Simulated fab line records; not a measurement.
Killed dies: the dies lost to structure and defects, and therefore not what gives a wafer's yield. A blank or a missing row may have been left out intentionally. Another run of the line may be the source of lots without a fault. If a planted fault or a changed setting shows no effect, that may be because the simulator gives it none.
Which tool was responsible? | flow rit_cmos | 7 lots, 21 wafers sampled, at 2 steps of a route of 202

## WHAT EACH GAUGE READ, for each wafer
RIT_ACTIVE_THK_MEAS_04.
lot  | measured    | on            | ACTIVE_NITRIDE_THK (nm)
L290 | day 1 23:32 | film_metro-02 | 149.1 149.9 148.5
L292 | day 2 09:32 | film_metro-01 | 148.0 149.4 149.3
L294 | day 2 19:32 | film_metro-01 | 149.7 149.0 151.2
L297 | day 3 11:00 | film_metro-04 | 253.8 252.5 254.5
L303 | day 4 16:32 | film_metro-04 | 150.8 151.0 151.3
L307 | day 5 12:32 | film_metro-02 | 149.7 149.4 150.5
L310 | day 6 04:04 | film_metro-01 | 151.3 151.0 150.3

## TOOL THAT RAN EACH LOT (tool first, then ch and the chambers of the sampled wafers, then the start)
lot  | RIT_ACTIVE_CVD_03
L290 | lpcvd-01 ch 1, day 1 22:07
L292 | lpcvd-01 ch 0, day 2 08:07
L294 | lpcvd-02 ch 1, day 2 18:07
L297 | lpcvd-01 ch 1, day 3 09:35
L303 | lpcvd-02 ch 1, day 4 15:07
L307 | lpcvd-02 ch 1, day 5 11:07
L310 | lpcvd-01 ch 0, day 6 02:38
- RIT_ACTIVE_CVD_03: deposits Si3N4 from SiH2Cl2/NH3, target thk 150 nm, time 1500 s.

## THE ANSWER, worked out from the rows above alone
Rule: what is usual is taken from the lots themselves. Put in order of their means at a reading, lots are off if they are a third of the lots or fewer, leave a main group of 4 or more, and stand apart from it by a gap of 3 or more times the standard deviation of the main group's means; of several such gaps the widest counts. Not used: any main group whose means are identical at the precision the tables above print for the reading. Also off: a lot with no number at a reading for which 4 or more lots have one. Any other lot the step has rows for is counted as sound.
Off: at RIT_ACTIVE_THK_MEAS_04 (ACTIVE_NITRIDE_THK), L297. For the main group the mean is 150.0 nm and the standard deviation 0.79.
A tool fits if, at a process step before that reading, it ran every lot that is off, and no sound lot after the first of them. Gauges at RIT_ACTIVE_THK_MEAS_04: tried the same way as those tools. Not one of the candidates tried fits.

## WHAT THE SIMULATOR HAD PUT IN
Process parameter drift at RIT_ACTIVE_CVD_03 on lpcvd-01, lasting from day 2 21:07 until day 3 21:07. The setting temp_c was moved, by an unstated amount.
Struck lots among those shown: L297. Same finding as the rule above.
